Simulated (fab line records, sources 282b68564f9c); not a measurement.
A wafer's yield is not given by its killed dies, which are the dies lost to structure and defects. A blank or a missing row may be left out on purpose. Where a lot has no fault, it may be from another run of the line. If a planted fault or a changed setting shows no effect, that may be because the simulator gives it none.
8D (eight disciplines) problem report, filled in by code -- flow rit_cmos -- the parts of the form that need people (team, actions taken, sign-off) are left out

== 1. WHAT IS WRONG ==
NRETRO_TW at RIT_NRETRO_TW_MEAS_10 reads a mean of 1108 on 6 wafers of 2 lots; wafers without a fault read 1052 with a standard deviation of 6.7. Measured from the usual mean, that is +8.4 standard deviations.
Earliest sighting: wafer L177.1 on film_metro-01 at day 4 03:06. At this step, 42 wafers from 14 lots have a number in the record. By rule, "out" or "out of limits" means more than 4 standard deviations away from the usual mean. Any other wafer with a number is counted as sound.

== 2. WHAT IT IS; WHAT IT IS NOT ==
question,is,is not
which readings at this step,NRETRO_TW,-
which lots,"L177, L180","L169, L170, L173, L174, L175, L176, L178, L186, L187, L188, L190, L191"
which wafers of those lots,all that have a number,-
read on which gauges,"film_metro-01, film_metro-03",film_metro-02
when,from day 4 03:06,"up to then (18 sound wafers); but 18 sound wafers of L178, L186, L187, L188, L190, L191 came after"

== 3. THE SUSPECTS, EACH WITH WHAT RULES IT OUT ==
Counting: a tool stays on the suspect list if, at a process step up to the reading, it processed all lots that are out and no sound lot following the first of them.
- the gauge at RIT_NRETRO_TW_MEAS_10 is ruled out. Those wafers that are out were read across 2 gauges (film_metro-01, film_metro-03).
- implanter-04 at RIT_NRETRO_IMPLANT_08: ruled out as a lasting fault. After its first lot that is out, L177 (day 4 02:47), sound lots L191 ran on it.
Left after counting: nothing in the record.

== 4. THE CAUSE (what the simulator had put in) ==
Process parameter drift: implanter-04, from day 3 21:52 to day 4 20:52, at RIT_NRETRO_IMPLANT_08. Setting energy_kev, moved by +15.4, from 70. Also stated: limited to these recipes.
Counting ruled it out, wrongly: the rule takes a fault to strike every lot that its tool runs from its start on, and this one did not.

== 5. THE CHAIN OF EFFECTS, in route order ==
Rows list readings where the struck wafers' mean (over those with a number) sits beyond 3 standard deviations from the usual. Only readings for which the record gives a usual standard deviation are gone through. hours: the time from each lot's start at the first step in this table that gives one to its start at this step, as a median over the lots. sigmas: the change in usual standard deviations.
hours,step,reading,usual,on struck wafers,change,sigmas
0,RIT_NRETRO_IMPLANT_08,beam_energy_keV,69.993,85.391,+15.398,+99 or more
0,RIT_NRETRO_TW_MEAS_10,NRETRO_TW,1052,1108,+56,+8.4
Its process steps:
- RIT_NRETRO_IMPLANT_08

== 6. WHAT WOULD HAVE CAUGHT IT SOONER ==
The first out-of-limits reading at a measuring or inspecting step in this record came at day 4 03:06, 5 hours after the fault's start at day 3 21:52.
The tool's own readings at RIT_NRETRO_IMPLANT_08 were out on every struck wafer that the step has a row for (beam_energy_keV): an alarm limit on them would have fired on the first of those.
